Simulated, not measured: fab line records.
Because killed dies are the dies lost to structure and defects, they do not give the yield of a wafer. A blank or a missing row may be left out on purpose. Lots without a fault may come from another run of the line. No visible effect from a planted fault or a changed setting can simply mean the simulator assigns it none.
2 desks, one fault | flow berkeley cmos170 | what lay behind the numbers comes last; until then each desk has only its own

== METROLOGY DESK ==
What the gauges read for every lot (on any tool): the sampled wafers with a number, averaged. A lot is out of limits, marked OUT, if its mean lies more than 4 standard deviations from the usual mean; the brackets give that distance.
Columns: A = PWELL_OXIDE_THK at UCB170_PWELL_THK_MEAS_03, usual 26.6 nm; B = PWELL_TW at UCB170_PWELL_TW_MEAS_17, usual 383; C = ACTIVE_OXIDE_THK at UCB170_ACTIVE_THK_MEAS_03, usual 27.6 nm; D = PFIELD_TW at UCB170_PFIELD_TW_MEAS_09, usual 605
lot  | first seen here | A    | B   | C    | D
L338 | day 2 14:35     | 26.8 | 379 | 27.4 | 604
L337 | day 2 14:40     | 26.9 | 383 | 27.2 | 594
L339 | day 2 23:58     | 26.6 | 379 | 29.0 | 618
L340 | day 3 06:40     | 27.1 | 381 | 28.0 | 620
L347 | day 4 18:07     | 27.3 | 383 | 27.6 | 537 (-7.4) OUT
L348 | day 5 02:49     | 26.6 | 382 | 27.5 | 553 (-5.6) OUT
L349 | day 5 02:51     | 27.2 | 382 | 27.0 | 598
L350 | day 5 10:02     | 26.2 | 389 | 27.8 | 604
L351 | day 5 20:43     | 27.0 | 382 | 28.0 | 601
L352 | day 5 20:44     | 27.0 | 383 | 27.5 | 604
L354 | day 6 07:25     | 26.4 | 381 | 27.5 | 601
L356 | day 6 14:40     | 27.1 | 383 | 27.4 | 598
L360 | day 7 16:10     | 26.3 | 379 | 27.8 | 620
This desk's result: L347, L348 out of limits, first on L347 (PFIELD_TW at UCB170_PFIELD_TW_MEAS_09), day 6 05:20. L338, L337, L339, L340, L349, L350, L351, L352, L354, L356, L360 stayed within limits.

== FOR THE TOOL OWNER'S DESK: implanter-03 ==
For each lot that ran on this tool, the mean over its sampled wafers that have a number, from the tool's own readings at UCB170_PFIELD_IMPLANT_07. A lot is out of limits, marked OUT, if its mean lies more than 4 standard deviations from the usual mean; the brackets give that distance.
Columns: A = dose ions cm2 at UCB170_PFIELD_IMPLANT_07, usual 1.9998e+13; B = faraday current uA at UCB170_PFIELD_IMPLANT_07, usual 63.5
lot  | first seen here | A                            | B
L337 | day 4 03:59     | 1.9976e+13                   | 63.4
L347 | day 6 05:05     | 1.4035e+13 (-99 or more) OUT | 44.4 (-16) OUT
L348 | day 6 16:29     | 1.4040e+13 (-99 or more) OUT | 45.4 (-15) OUT
This desk's verdict: out of limits on L347, L348, starting with L347 at day 6 05:05 (dose ions cm2 at UCB170_PFIELD_IMPLANT_07). L337 stayed within limits.

== TAKEN TOGETHER ==
The tool owner's desk had the chance to raise an alarm at day 6 05:05 on L347, L348.
The metrology desk could have raised an alarm at day 6 05:20, on L347, L348.
UCB170_PFIELD_IMPLANT_07 was run on implanter-03 by each of the lots named.

== WHAT THE SIMULATOR HAD INSERTED ==
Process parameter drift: implanter-03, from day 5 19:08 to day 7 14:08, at UCB170_PFIELD_IMPLANT_07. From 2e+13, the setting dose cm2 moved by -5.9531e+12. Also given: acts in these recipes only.
Shown lots that were struck: L347, L348.
Delay (hours) between the fault's onset and each desk's first out-of-limits reading: 10 at the tool owner's desk, 10 at the metrology desk.
